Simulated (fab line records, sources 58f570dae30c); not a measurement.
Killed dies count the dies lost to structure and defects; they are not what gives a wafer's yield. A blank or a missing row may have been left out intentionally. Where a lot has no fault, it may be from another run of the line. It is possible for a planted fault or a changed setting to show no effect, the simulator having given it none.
Matching of chambers    flow berkeley_cmos170    pecvd-04 running UCB170_SPACER_CVD_00: 3 sister chambers
The step deposits SiO2 from TEOS/O2, target thk 376 nm, time 47 s. 14 wafers are shown with their chamber, then 7 later ones without.

WAFERS, EACH WITH ITS CHAMBER
wafer   chamber  heater_power_w (W)
L270.3  0        235
L270.4  2        304
L270.5  0        244
L274.1  0        183
L274.3  1        291
L274.6  1        295
L282.1  0        170
L282.2  2        266
L282.5  0        191
L285.1  0        235
L285.2  1        307
L285.3  2        261
L284.1  2        289
L284.3  0        196

SIGNATURES, as means of the wafers listed above
reading         chamber 0  chamber 1  chamber 2  scatter within a chamber
heater_power_w  207.71     297.67     280.00     24.5
Rule: for each reading, subtract the chamber's mean from the wafer's reading, divide by that reading's scatter and square the result; add these up over the readings and take the root, which gives the wafer's distance from the chamber. The wafer belongs to the nearest chamber; if the next one is less than 2 further off, it can't be placed. The scatter: take each reading less its chamber's mean, square it, sum over the shown wafers, divide by the number of wafers less the number of chambers, and take the root.

WAFERS WITH NO CHAMBER GIVEN
wafer   heater_power_w (W)
L284.4  251
L290.1  273
L290.3  295
L290.5  208
L291.1  189
L291.3  299
L291.4  301

EACH ONE'S CHAMBER
wafer    from the rows above            in truth
L284.4   can't be placed: 2 or 0 or 1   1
L290.1   can't be placed: 2 or 1        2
L290.3   can't be placed: 1 or 2        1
L290.5   0                              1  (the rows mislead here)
L291.1   0                              0
L291.3   can't be placed: 1 or 2        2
L291.4   can't be placed: 1 or 2        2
1 of 7 placed correctly. Cannot be placed on the basis of these rows: 5; the candidates contain the true chamber in 5. 1 placed wrongly.
